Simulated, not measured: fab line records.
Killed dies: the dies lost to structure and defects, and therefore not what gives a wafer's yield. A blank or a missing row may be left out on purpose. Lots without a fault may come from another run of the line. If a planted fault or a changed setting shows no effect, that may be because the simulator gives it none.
Struck lot and sound lot, side by side + flow rit-cmos + 15 steps out of a route of 202
Sound: these wafers, L151.1, L151.3, L151.5. The struck wafers were L160.1, L160.2, L160.6. The cause is named last.
Order at every step that has rows: each side's tool, ch and its chambers, its first start. Under that, the readings that differ: sound wafers + struck wafers + difference of the means + sigmas: that difference in standard deviations of wafers without a fault.
alike: same words and numbers on both sides, and readings whose means sit less than 2 such deviations apart. not compared: any withheld reading, any reading some wafer has no value for, any bound like >300 that may hide the same value, and any number with overlapping values for which the record gives no deviation.
The two part at a step that has a row with sigmas, a row that says differs or no value, or rows on one side only. When numbers do not overlap yet have no deviation, they are printed without sigmas and do not part them. A reading that every wafer of one side lacks parts them only if that side has two wafers or more.

first, 2 steps without rows for these wafers: RIT_NRETRO_PEB_04; RIT_NRETRO_DEVELOP_05 (develop time 68 s).
RIT_NRETRO_OVL_MEAS_06:
  sound: overlay-01 at day 2 17:37; struck: overlay-02 at day 4 16:23
  alike: NRETRO_OVL
then, 2 steps without rows for these wafers: RIT_NRETRO_HARDBAKE_07 (time 120 s); RIT_NRETRO_IMPLANT_08.
RIT_NRETRO_STRIP_09: strips in O2, time 180 s.
  sound on plasma-asher-02 ch 0,1, day 2 18:04; struck on plasma-asher-04 ch 0,1, day 4 16:50
  alike: drypump-motor-current-A
  not compared: rf-hours-counter-h
RIT_NRETRO_TW_MEAS_10:
  sound: film-metro-04 at day 2 18:14; struck: film-metro-03 at day 4 17:00
  alike: NRETRO_TW
then, 5 steps without rows for these wafers: RIT_PRETRO_HMDS_00 (prime time 60 s); RIT_PRETRO_COAT_01 (resist thk 1300 nm); RIT_PRETRO_SOFTBAKE_02 (time 60 s); RIT_PRETRO_EXPOSE_03 (exposes mask M5, target cd 43700 nm); RIT_PRETRO_PEB_04.
RIT_PRETRO_DEVELOP_05: develop time 68 s.
  sound on litho-track-02 ch 0, day 2 19:00; struck on litho-track-02 ch 0, day 4 17:00
| reading              | sound             | struck            | difference | sigmas |
|----------------------|-------------------|-------------------|------------|--------|
| developer-temp-C (C) | 22.98 22.98 22.84 | 21.86 22.06 22.06 | -0.94      | -9     |
RIT_PRETRO_OVL_MEAS_06:
  sound: overlay-01 at day 2 19:10; struck: overlay-02 at day 4 17:56
  alike: PRETRO_OVL
RIT_M1_PROBE_99:
  sound: prober-01 at day 4 03:01; struck: prober-02 at day 6 00:28
| reading            | sound | struck | difference | sigmas |
|--------------------|-------|--------|------------|--------|
| killed-at-contacts | 1 0 1 | 0 0 0  | -1         | -2     |
  alike: killed-at-front-end, killed-dies, killed-on-rim, killed-open, killed-short

## WHERE THEY PART
First at RIT_PRETRO_DEVELOP_05; last, within this record, at RIT_M1_PROBE_99.

WHY: what the simulator had put in
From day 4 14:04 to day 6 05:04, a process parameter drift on litho-track-02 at RIT_PRETRO_DEVELOP_05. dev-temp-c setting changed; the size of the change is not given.
